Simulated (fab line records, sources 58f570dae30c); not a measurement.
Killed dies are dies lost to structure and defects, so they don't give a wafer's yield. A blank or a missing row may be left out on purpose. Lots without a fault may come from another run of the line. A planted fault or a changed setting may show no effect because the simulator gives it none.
One fault seen from 2 desks | flow berkeley_cmos170 | each desk has only its own numbers; what lay behind them comes last

THE METROLOGY DESK
What the gauges read, lot by lot, whatever tool the lot ran on: means of the sampled wafers that have a number. A lot is out of limits, marked OUT, if its mean lies more than 4 standard deviations from the usual mean; the brackets give that distance. Of its 11 readings 7 are shown: those that lie furthest out on some lot.
Columns: A = cd_nm at UCB170_V2_CD_MEAS_12, usual 700.5 nm; B = V2_OVL at UCB170_V2_OVL_MEAS_13, usual -4 nm; C = cd_nm at UCB170_V2_CD_MEAS_90, usual 700.3 nm; D = M3_AL_RS at UCB170_M3_RS_MEAS_02, usual 0.0321 ohm/sq; E = M3_AL_THK at UCB170_M3_THK_MEAS_03, usual 914 nm; F = cd_nm at UCB170_M3_CD_MEAS_15, usual 700.5 nm; G = cd_nm at UCB170_M3_CD_MEAS_90, usual 702 nm
lot  | first seen here | A     | B   | C     | D      | E   | F     | G
L904 | day 9 13:15     | 699.0 | -1  | 698.9 | 0.0326 | 904 | 700.2 | 705
L911 | day 11 02:10    | 701.7 | -10 | 700.9 | 0.0315 | 932 | 696.0 | 693
L913 | day 11 19:44    | 700.8 | -1  | 700.5 | 0.0323 | 915 | 699.9 | 706
L912 | day 11 19:55    | 698.7 | -12 | 699.1 | 0.0319 | 919 | 698.4 | 700
L923 | day 14 18:31    | 697.9 | -0  | 698.1 | 0.0322 | 909 | 700.9 | 700
L924 | day 15 07:04    | 700.5 | 2   | 700.9 | 0.0319 | 921 | 700.1 | 706
This desk's finding: nothing out of limits on any of the 6 lots.

THE TOOL OWNER'S DESK: rie_diel-04
The tool's own readings at UCB170_V2_ETCH_14 (etches SiO2 in CHF3/CF4/Ar, stops on Al, target depth 1250 nm, time 291 s): means of the sampled wafers that have a number, for each lot that ran on this tool. A lot is out of limits, marked OUT, if its mean lies more than 4 standard deviations from the usual mean; the brackets give that distance.
Columns: A = drypump_motor_current_A at UCB170_V2_ETCH_14, usual 5.8 A; B = oes_product_au at UCB170_V2_ETCH_14, usual 0.871 a.u.; C = throttle_valve_pct at UCB170_V2_ETCH_14, usual 6.96 %
lot  | first seen here | A   | B     | C
L911 | day 11 03:38    | 6.2 | 0.863 | 6.95
L912 | day 11 21:59    | 6.3 | 0.861 | 6.89
L924 | day 15 08:43    | 6.3 | 0.866 | 6.88
This desk's finding: nothing out of limits on any of the 3 lots.

PUT TOGETHER
The metrology desk saw nothing out of limits.
The tool owner's desk saw nothing out of limits.

WHAT THE SIMULATOR HAD PUT IN
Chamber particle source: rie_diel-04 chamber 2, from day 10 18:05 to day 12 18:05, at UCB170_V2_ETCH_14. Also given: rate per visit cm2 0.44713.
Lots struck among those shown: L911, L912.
